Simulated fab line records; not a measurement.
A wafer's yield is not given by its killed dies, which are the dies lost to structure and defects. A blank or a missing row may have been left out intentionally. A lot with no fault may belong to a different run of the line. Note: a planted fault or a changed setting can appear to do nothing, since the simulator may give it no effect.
Which tool did it? + flow berkeley cmos170 + Sampling: 14 lots, 42 wafers, 7 of 331 route steps

## WHAT EACH GAUGE READ, for each wafer
UCB170_PWELL_TW_MEAS_17. Usual: PWELL_TW gives 379.3 (standard deviation 1.5).
| lot  | measured    | on            | PWELL_TW          | flag |
|------|-------------|---------------|-------------------|------|
| L187 | day 3 06:44 | film metro-01 | 377.4 378.7 380.4 |      |
| L188 | day 3 14:32 | film metro-01 | 379.4 380.5 379.5 |      |
| L191 | day 4 04:10 | film metro-01 | 379.2 380.1 380.4 |      |
| L190 | day 4 04:31 | film metro-01 | 377.7 379.3 378.9 |      |
| L193 | day 4 12:19 | film metro-03 | 376.4 379.4 380.6 |      |
| L195 | day 5 06:37 | film metro-04 | 378.6 379.0 380.6 |      |
| L196 | day 5 07:21 | film metro-04 | 377.5 376.9 378.5 |      |
| L200 | day 5 20:45 | film metro-03 | 378.5 378.5 379.2 |      |
| L202 | day 6 14:08 | film metro-03 | 381.2 380.6 380.7 |      |
| L204 | day 6 21:32 | film metro-01 | 378.0 379.3 377.5 |      |
| L205 | day 7 09:35 | film metro-03 | 379.5 378.7 377.5 |      |
| L207 | day 7 15:52 | film metro-04 | 375.9 376.1 375.0 |      |
| L209 | day 7 16:08 | film metro-03 | 379.4 378.8 378.4 |      |
| L208 | day 8 04:09 | film metro-01 | 378.6 379.1 376.7 |      |

UCB170_ACTIVE_CD_MEAS_13: target cd 1200 nm. Usual: cd nm reads 1199.6 nm (standard deviation 1.3).
| lot  | measured    | on        | cd nm (nm)           | flag |
|------|-------------|-----------|----------------------|------|
| L187 | day 4 08:10 | cd sem-02 | 1198.8 1199.3 1198.5 |      |
| L188 | day 4 23:14 | cd sem-02 | 1198.2 1198.2 1198.3 |      |
| L191 | day 5 08:32 | cd sem-01 | 1201.5 1201.2 1200.8 |      |
| L190 | day 5 08:39 | cd sem-01 | 1198.9 1197.9 1198.9 |      |
| L193 | day 5 15:57 | cd sem-02 | 1200.7 1199.4 1198.9 |      |
| L195 | day 6 16:55 | cd sem-02 | 1198.7 1200.3 1198.7 |      |
| L196 | day 6 17:17 | cd sem-01 | 1200.8 1201.7 1201.4 |      |
| L200 | day 7 00:07 | cd sem-02 | 1201.1 1199.2 1198.5 |      |
| L202 | day 7 11:20 | cd sem-01 | 1199.6 1197.5 1197.1 |      |
| L204 | day 7 16:55 | cd sem-02 | 1197.8 1199.1 1197.8 |      |
| L205 | day 8 14:24 | cd sem-01 | 1201.1 1201.9 1201.5 |      |
| L207 | day 8 19:40 | cd sem-02 | 1200.3 1200.4 1199.3 |      |
| L209 | day 8 19:22 | cd sem-01 | 1199.1 1197.9 1200.1 |      |
| L208 | day 9 15:21 | cd sem-01 | 1199.5 1201.1 1200.9 |      |

UCB170_PSD_CD_MEAS_06: target cd 1200 nm. Usual: cd nm reads 1199.3 nm (standard deviation 1.2).
| lot  | measured     | on        | cd nm (nm)           | flag |
|------|--------------|-----------|----------------------|------|
| L187 | day 6 18:50  | cd sem-02 | 1198.2 1199.1 1197.0 |      |
| L188 | day 7 10:13  | cd sem-02 | 1199.5 1199.5 1200.9 |      |
| L191 | day 7 18:38  | cd sem-01 | 1197.9 1198.6 1198.5 |      |
| L190 | day 7 18:59  | cd sem-01 | 1199.3 1196.3 1197.9 |      |
| L193 | day 7 22:04  | cd sem-01 | 1198.1 1198.0 1196.9 |      |
| L195 | day 8 23:29  | cd sem-02 | 1198.4 1200.4 1197.1 |      |
| L196 | day 8 23:14  | cd sem-02 | 1201.0 1200.2 1201.4 |      |
| L200 | day 9 06:10  | cd sem-02 | 1198.7 1198.6 1198.8 |      |
| L202 | day 10 01:16 | cd sem-02 | 1199.0 1200.1 1200.8 |      |
| L204 | day 10 13:47 | cd sem-01 | 1200.1 1200.7 1201.7 |      |
| L205 | day 11 12:59 | cd sem-01 | 1197.3 1197.3 1198.3 |      |
| L207 | day 11 18:36 | cd sem-01 | 1199.6 1201.1 1199.8 |      |
| L209 | day 11 12:35 | cd sem-01 | 1201.1 1200.3 1200.9 |      |
| L208 | day 12 03:19 | cd sem-02 | 1199.1 1200.3 1199.5 |      |

UCB170_NSD_TW_MEAS_10. Usual: NSD_TW gives 4177 (standard deviation 18).
| lot  | measured     | on            | NSD_TW         | flag |
|------|--------------|---------------|----------------|------|
| L187 | day 6 23:22  | film metro-02 | 4199 4213 4194 |      |
| L188 | day 7 14:44  | film metro-01 | 4197 4184 4181 |      |
| L191 | day 7 22:32  | film metro-04 | 4148 4166 4159 |      |
| L190 | day 7 22:52  | film metro-02 | 4187 4181 4180 |      |
| L193 | day 8 00:22  | film metro-04 | 4136 4133 4157 |      |
| L195 | day 9 01:30  | film metro-02 | 4176 4178 4163 |      |
| L196 | day 9 01:07  | film metro-02 | 4187 4196 4183 |      |
| L200 | day 9 08:11  | film metro-04 | 4171 4166 4160 |      |
| L202 | day 10 03:42 | film metro-02 | 4195 4172 4175 |      |
| L204 | day 10 18:04 | film metro-01 | 4043 4082 4061 | OFF  |
| L205 | day 11 16:08 | film metro-02 | 4043 4064 4044 | OFF  |
| L207 | day 11 23:55 | film metro-04 | 4189 4184 4199 |      |
| L209 | day 11 15:45 | film metro-01 | 4157 4159 4176 |      |
| L208 | day 12 05:40 | film metro-02 | 4171 4163 4173 |      |

UCB170_SDANNEAL_RS_MEAS_03: a four-point-probe measurement. Usual: NSD_RS gives 37.52 ohm/sq (standard deviation 0.09).
| lot  | measured     | on            | NSD_RS (ohm/sq)   | flag |
|------|--------------|---------------|-------------------|------|
| L187 | day 7 01:17  | film metro-02 | 37.60 37.59 37.68 |      |
| L188 | day 7 16:15  | film metro-01 | 37.42 37.45 37.43 |      |
| L191 | day 7 23:52  | film metro-01 | 37.49 37.41 37.42 |      |
| L190 | day 8 00:09  | film metro-02 | 37.60 37.59 37.53 |      |
| L193 | day 8 01:37  | film metro-04 | 37.51 37.54 37.45 |      |
| L195 | day 9 02:47  | film metro-01 | 37.43 37.45 37.38 |      |
| L196 | day 9 02:23  | film metro-04 | 37.54 37.46 37.37 |      |
| L200 | day 9 09:26  | film metro-01 | 37.43 37.29 37.36 |      |
| L202 | day 10 04:54 | film metro-02 | 37.55 37.58 37.62 |      |
| L204 | day 10 19:29 | film metro-01 | 43.68 43.46 43.35 | OFF  |
| L205 | day 11 17:43 | film metro-04 | 43.13 43.04 42.96 | OFF  |
| L207 | day 12 01:32 | film metro-01 | 37.50 37.56 37.59 |      |
| L209 | day 11 17:01 | film metro-02 | 37.50 37.49 37.54 |      |
| L208 | day 12 06:52 | film metro-01 | 37.49 37.38 37.43 |      |

## EACH LOT AND THE TOOL THAT RAN IT (in order: tool; ch and the chambers of the sampled wafers; start)
| lot  | UCB170_NSD_IMPLANT_08           | UCB170_NSD_STRIP_09                  |
|------|---------------------------------|--------------------------------------|
| L187 | implanter-01 ch 0, day 6 23:08  | plasma asher-01 ch 0,1, day 6 23:16  |
| L188 | implanter-02 ch 0, day 7 14:29  | plasma asher-01 ch 1, day 7 14:38    |
| L191 | implanter-01 ch 0, day 7 22:19  | plasma asher-02 ch 0,1, day 7 22:26  |
| L190 | implanter-02 ch 0, day 7 22:38  | plasma asher-02 ch 0,1, day 7 22:46  |
| L193 | implanter-01 ch 0, day 8 00:03  | plasma asher-01 ch 0,1, day 8 00:12  |
| L195 | implanter-01 ch 0, day 9 01:15  | plasma asher-02 ch 0,1, day 9 01:24  |
| L196 | implanter-02 ch 0, day 9 00:53  | plasma asher-01 ch 0,1, day 9 01:00  |
| L200 | implanter-03 ch 0, day 9 07:56  | plasma asher-01 ch 0,1, day 9 08:05  |
| L202 | implanter-03 ch 0, day 10 03:27 | plasma asher-01 ch 0,1, day 10 03:36 |
| L204 | implanter-02 ch 0, day 10 17:49 | plasma asher-02 ch 0,1, day 10 17:58 |
| L205 | implanter-02 ch 0, day 11 15:56 | plasma asher-04 ch 0,1, day 11 16:02 |
| L207 | implanter-01 ch 0, day 11 23:42 | plasma asher-04 ch 0,1, day 11 23:50 |
| L209 | implanter-03 ch 0, day 11 15:31 | plasma asher-04 ch 0,1, day 11 15:38 |
| L208 | implanter-01 ch 0, day 12 05:25 | plasma asher-02 ch 0,1, day 12 05:34 |
- UCB170_NSD_IMPLANT_08
- UCB170_NSD_STRIP_09: strips in O2.

## AS READ BY THE TOOLS THEMSELVES (means over the sampled wafers that have a number; for cases with no such wafer, the mark the record gives instead)
UCB170_NSD_IMPLANT_08. Usual: beam on s 9.99 s, standard deviation 0.22; faraday current uA 9140, standard deviation 190; tilt deg 6.998 degrees, standard deviation 0.021.
| lot  | tool         | beam on s (s) | faraday current uA | tilt deg (degrees) | flag |
|------|--------------|---------------|--------------------|--------------------|------|
| L187 | implanter-01 | 9.84          | 9267               | 7.005              |      |
| L188 | implanter-02 | 9.91          | 9218               | 6.982              |      |
| L191 | implanter-01 | 10.10         | 9062               | 7.017              |      |
| L190 | implanter-02 | 9.88          | 9220               | 6.991              |      |
| L193 | implanter-01 | 9.85          | 9250               | 6.989              |      |
| L195 | implanter-01 | 9.89          | 9245               | 7.019              |      |
| L196 | implanter-02 | 10.04         | 9098               | 6.993              |      |
| L200 | implanter-03 | 9.76          | 9331               | 7.008              |      |
| L202 | implanter-03 | 10.26         | 8918               | 6.984              |      |
| L204 | implanter-02 | 7.69          | 11903              | 6.989              | OFF  |
| L205 | implanter-02 | 7.58          | 12031              | 6.988              | OFF  |
| L207 | implanter-01 | 10.01         | 9156               | 6.970              |      |
| L209 | implanter-03 | 9.99          | 9104               | 6.979              |      |
| L208 | implanter-01 | 9.89          | 9250               | 7.013              |      |

UCB170_NSD_STRIP_09. Usual: drypump motor current A 6.0 A, standard deviation 0.33; oes product au 0.535 a.u., standard deviation 0.0044; strip time to endpoint s 35.71 s, standard deviation 0.076.
| lot  | tool            | drypump motor current A (A) | oes product au (a.u.) | strip time to endpoint s (s) | flag |
|------|-----------------|-----------------------------|-----------------------|------------------------------|------|
| L187 | plasma asher-01 | 6.2                         | 0.539                 | 35.69                        |      |
| L188 | plasma asher-01 | 5.5                         | 0.534                 | 35.64                        |      |
| L191 | plasma asher-02 | 5.8                         | 0.538                 | 35.72                        |      |
| L190 | plasma asher-02 | 5.9                         | 0.539                 | 35.80                        |      |
| L193 | plasma asher-01 | 5.8                         | 0.533                 | 35.66                        |      |
| L195 | plasma asher-02 | 6.0                         | 0.536                 | 35.71                        |      |
| L196 | plasma asher-01 | 6.2                         | 0.533                 | 35.74                        |      |
| L200 | plasma asher-01 | 5.8                         | 0.533                 | 35.79                        |      |
| L202 | plasma asher-01 | 5.8                         | 0.531                 | 35.62                        |      |
| L204 | plasma asher-02 | 6.0                         | 0.555                 | 33.13                        | OFF  |
| L205 | plasma asher-04 | 5.9                         | 0.560                 | 33.37                        | OFF  |
| L207 | plasma asher-04 | 6.0                         | 0.534                 | 35.68                        |      |
| L209 | plasma asher-04 | 6.0                         | 0.537                 | 35.66                        |      |
| L208 | plasma asher-02 | 6.0                         | 0.532                 | 35.72                        |      |

## THE ANSWER, worked out from the rows above alone
Rule: a lot counts as off when the mean over its wafers that have a number is more than 3 standard deviations away from the usual mean. A lot without any number at a reading at which 4 lots or more have one is off too. The other lots that the step has rows for count as sound. Order of review: gauges by route order, followed by the tools' own readings, for which a lot's mean as printed above is used. At the first step where some lot is off, the reading lying furthest off is the one used; lots without a number count as furthest.
Off: L204, L205, seen at UCB170_NSD_TW_MEAS_10 (NSD_TW).
If a tool, at a process step before that reading, ran all the lots that are off and no sound lot after the first of them, it fits. The gauges at UCB170_NSD_TW_MEAS_10 aren't tried: what is off there is off at UCB170_NSD_IMPLANT_08 too, on other tools, and a gauge's error can't cause that. One fits: implanter-02 at UCB170_NSD_IMPLANT_08. A fault onset in the window from L196 (day 9 00:53, its last sound lot) to L204 (day 10 17:49, its first lot off) fits.
The tool's own readings at UCB170_NSD_IMPLANT_08 bear it out: on the lots that are off they differ by more than 5 times the standard deviation of the sound lots' means. beam on s reads 7.63 s there against 9.95 s on the sound lots; faraday current uA reads 11967 there against 9177 on the sound lots.

## WHAT THE SIMULATOR HAD PUT IN
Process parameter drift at UCB170_NSD_IMPLANT_08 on implanter-02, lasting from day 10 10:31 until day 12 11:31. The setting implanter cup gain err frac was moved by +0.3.
Lots struck among those shown: L204, L205. The same result came from the rule above.
